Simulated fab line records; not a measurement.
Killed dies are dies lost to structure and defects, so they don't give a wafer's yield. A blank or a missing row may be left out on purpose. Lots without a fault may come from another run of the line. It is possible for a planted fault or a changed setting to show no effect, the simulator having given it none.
Which of the tools did it? / flow berkeley-cmos170 / Sampling: 6 lots, 18 wafers, 3 of 331 route steps

## WHAT EACH GAUGE READ, for each wafer
UCB170_GATE_THK_MEAS_02.
lot=L800; measured=day 6 00:09; on=film-metro-03; GATE_OXIDE_THK (nm)=6.60 6.54 6.59
lot=L805; measured=day 7 08:49; on=film-metro-03; GATE_OXIDE_THK (nm)=6.53 6.58 6.60
lot=L807; measured=day 7 15:44; on=film-metro-03; GATE_OXIDE_THK (nm)=6.37 6.57 6.42
lot=L808; measured=day 7 15:44; on=film-metro-04; GATE_OXIDE_THK (nm)=6.36 6.48 6.45
lot=L813; measured=day 8 18:43; on=film-metro-03; GATE_OXIDE_THK (nm)=6.94 6.87 6.86
lot=L815; measured=day 8 22:38; on=film-metro-04; GATE_OXIDE_THK (nm)=7.91 7.64 7.64

## WHAT TOOL EACH LOT RAN ON (gives the tool, then ch and the chambers of the sampled wafers, and finally the start)
lot=L800; UCB170_ZERO_ETCH_06=rie-diel-04 ch 0,1,2, day 1 22:38; UCB170_GATE_OXIDATION_01=furnace-03 ch 0, day 5 22:38
lot=L805; UCB170_ZERO_ETCH_06=rie-diel-04 ch 0,2, day 3 01:14; UCB170_GATE_OXIDATION_01=furnace-03 ch 0, day 7 07:18
lot=L807; UCB170_ZERO_ETCH_06=rie-diel-04 ch 0,2,3, day 3 14:52; UCB170_GATE_OXIDATION_01=furnace-03 ch 0, day 7 14:14
lot=L808; UCB170_ZERO_ETCH_06=rie-diel-03 ch 1,2,3, day 3 19:41; UCB170_GATE_OXIDATION_01=furnace-03 ch 0, day 7 14:14
lot=L813; UCB170_ZERO_ETCH_06=rie-diel-03 ch 0,1,3, day 4 18:59; UCB170_GATE_OXIDATION_01=furnace-04 ch 0, day 8 17:13
lot=L815; UCB170_ZERO_ETCH_06=rie-diel-03 ch 0,2,3, day 5 02:23; UCB170_GATE_OXIDATION_01=furnace-03 ch 0, day 8 21:06
- UCB170_ZERO_ETCH_06: etches SiO2 in CHF3/CF4/Ar, time 12 s.
- UCB170_GATE_OXIDATION_01: target thk 6.6 nm, ox time 1800 s.

## THE ANSWER, worked out from the rows above alone
Rule: usual is defined by the lots themselves. Put in order of their means at a reading, lots are off if they are a third of the lots or fewer, leave a main group of 4 or more, and stand apart from it by a gap of 3 or more times the standard deviation of the main group's means; of several such gaps the widest counts. A main group is skipped when, at the precision printed for the reading in the tables above, its means are all equal. Also off: a lot with no number at a reading for which 4 or more lots have one. Any other lot the step has rows for is counted as sound.
Off: L815, at UCB170_GATE_THK_MEAS_02 (GATE_OXIDE_THK). Mean 6.58 nm and standard deviation 0.16 in the main group.
If a tool, at a process step before that reading, ran all the lots that are off and no sound lot after the first of them, it fits. Gauges at UCB170_GATE_THK_MEAS_02: tried the same way as those tools. Can't be told from this: 3 tools fit, rie-diel-03 at UCB170_ZERO_ETCH_06, furnace-03 at UCB170_GATE_OXIDATION_01, film-metro-04 at UCB170_GATE_THK_MEAS_02.

## WHAT HAD BEEN PUT IN BY THE SIMULATOR
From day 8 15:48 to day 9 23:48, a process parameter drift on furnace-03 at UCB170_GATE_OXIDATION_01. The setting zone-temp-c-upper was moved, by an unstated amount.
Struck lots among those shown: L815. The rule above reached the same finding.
